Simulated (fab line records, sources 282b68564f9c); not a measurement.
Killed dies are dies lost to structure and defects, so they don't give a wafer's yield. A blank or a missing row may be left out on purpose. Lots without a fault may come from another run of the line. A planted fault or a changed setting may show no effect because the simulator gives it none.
One fault seen from 2 desks | flow rit_cmos | each desk has only its own numbers; what lay behind them comes last

THE TOOL OWNER'S DESK: pecvd-02
The tool's own readings at RIT_CONTACT_CVD_00 (deposits SiO2 from TEOS, target thk 400 nm, time 61 s): means of the sampled wafers that have a number, for each lot that ran on this tool. A lot is out of limits, marked OUT, if its mean lies more than 4 standard deviations from the usual mean; the brackets give that distance.
Columns: A = heater_power_w at RIT_CONTACT_CVD_00, usual 313 W
lot  | first seen here | A
L970 | day 4 00:11     | 309
L972 | day 4 08:01     | 347
L980 | day 6 00:46     | 333
This desk's finding: nothing out of limits on any of the 3 lots.

THE METROLOGY DESK
What the gauges read, lot by lot, whatever tool the lot ran on: means of the sampled wafers that have a number. A lot is out of limits, marked OUT, if its mean lies more than 4 standard deviations from the usual mean; the brackets give that distance.
Columns: A = SILICIDE_TI_THK at RIT_SILICIDE_THK_MEAS_03, usual 29.6 nm; B = CONTACT_TEOS_THK at RIT_CONTACT_THK_MEAS_01, usual 399 nm; C = M1_BOW at RIT_M1_BOW_MEAS_16, usual 17 um
lot  | first seen here | A    | B   | C
L968 | day 3 14:16     | 29.0 | 401 | 14
L969 | day 3 18:34     | 29.7 | 399 | 27
L970 | day 3 23:58     | 29.9 | 395 | 16
L971 | day 4 02:31     | 30.4 | 397 | 22
L972 | day 4 07:47     | 29.6 | 398 | 13
L973 | day 4 14:20     | 29.8 | 398 | 17
L975 | day 5 03:32     | 29.2 | 400 | 21
L976 | day 5 06:03     | 29.5 | 397 | 13
L979 | day 5 19:38     | 29.3 | 397 | 18
L980 | day 6 00:31     | 29.5 | 399 | 16
L987 | day 7 12:59     | 29.3 | 401 | 10
L988 | day 7 15:05     | 29.8 | 402 | 23
L990 | day 8 02:08     | 29.9 | 397 | 14
This desk's finding: nothing out of limits on any of the 13 lots.

PUT TOGETHER
The tool owner's desk saw nothing out of limits.
The metrology desk saw nothing out of limits.

WHAT THE SIMULATOR HAD PUT IN
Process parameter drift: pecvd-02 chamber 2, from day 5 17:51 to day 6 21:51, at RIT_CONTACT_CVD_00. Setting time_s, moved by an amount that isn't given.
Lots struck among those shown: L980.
